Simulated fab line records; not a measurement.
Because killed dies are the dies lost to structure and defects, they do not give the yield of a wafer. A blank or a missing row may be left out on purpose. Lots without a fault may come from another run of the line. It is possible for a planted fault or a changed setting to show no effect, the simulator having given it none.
Which of the tools did it? | flow ritCmos | 6 lots with 18 wafers sampled at 3 steps, on a route of 202 steps

WHAT THE GAUGES SHOWED, per wafer
RIT_CONTACT_THK_MEAS_01.
lot  | measured    | on           | CONTACT_TEOS_THK (nm)
L261 | day 3 13:25 | filmMetro-03 | 400 403 409
L263 | day 3 19:40 | filmMetro-04 | 399 394 408
L265 | day 4 07:55 | filmMetro-03 | 400 399 404
L274 | day 6 05:06 | filmMetro-02 | 393 529 392
L278 | day 7 01:48 | filmMetro-02 | 394 397 399
L281 | day 7 13:34 | filmMetro-04 | 399 404 399

WHICH TOOL RAN EACH LOT (tool, then ch and the chambers of the sampled wafers, then the start)
lot  | RIT_NSD_STRIP_09                   | RIT_CONTACT_CVD_00
L261 | plasmaAsher-02 ch 0,1, day 3 10:13 | pecvd-02 ch 0,2, day 3 13:22
L263 | plasmaAsher-03 ch 0,1, day 3 16:16 | pecvd-03 ch 0,1,2, day 3 19:37
L265 | plasmaAsher-03 ch 0,1, day 4 04:45 | pecvd-04 ch 0,1, day 4 07:52
L274 | plasmaAsher-03 ch 0, day 6 01:50   | pecvd-04 ch 1,2, day 6 05:03
L278 | plasmaAsher-02 ch 0,1, day 6 22:32 | pecvd-02 ch 1,2, day 7 01:44
L281 | plasmaAsher-01 ch 0,1, day 7 10:26 | pecvd-02 ch 0,2, day 7 13:30
- RIT_NSD_STRIP_09: strips in O2, time 180 s.
- RIT_CONTACT_CVD_00: deposits SiO2 from TEOS, target thk 400 nm, time 61 s.

THE ANSWER, worked out from the rows above alone
Rule: the usual values come from the lots themselves. The widest of any qualifying gaps counts: lots, ordered by their means at a reading, are off when they make up no more than a third of the lots, leave a main group of 4 or more, and stand apart from it by 3 or more times the standard deviation of that group's means. If all means in a main group match to the digits the tables above print for the reading, that group is not used. Also off: a lot with no number at a reading for which 4 or more lots have one. Where the step has rows for the other lots, those lots are counted as sound.
Off: at RIT_CONTACT_THK_MEAS_01 (CONTACT_TEOS_THK), L274. The main group: mean 401 nm, standard deviation 2.3.
If a tool, at a process step before that reading, ran all the lots that are off and no sound lot after the first of them, it fits. Gauges at RIT_CONTACT_THK_MEAS_01: tried the same way as those tools. This does not decide it: 2 tools fit, namely plasmaAsher-03 at RIT_NSD_STRIP_09 and pecvd-04 at RIT_CONTACT_CVD_00.

WHAT THE SIMULATOR HAD INSERTED
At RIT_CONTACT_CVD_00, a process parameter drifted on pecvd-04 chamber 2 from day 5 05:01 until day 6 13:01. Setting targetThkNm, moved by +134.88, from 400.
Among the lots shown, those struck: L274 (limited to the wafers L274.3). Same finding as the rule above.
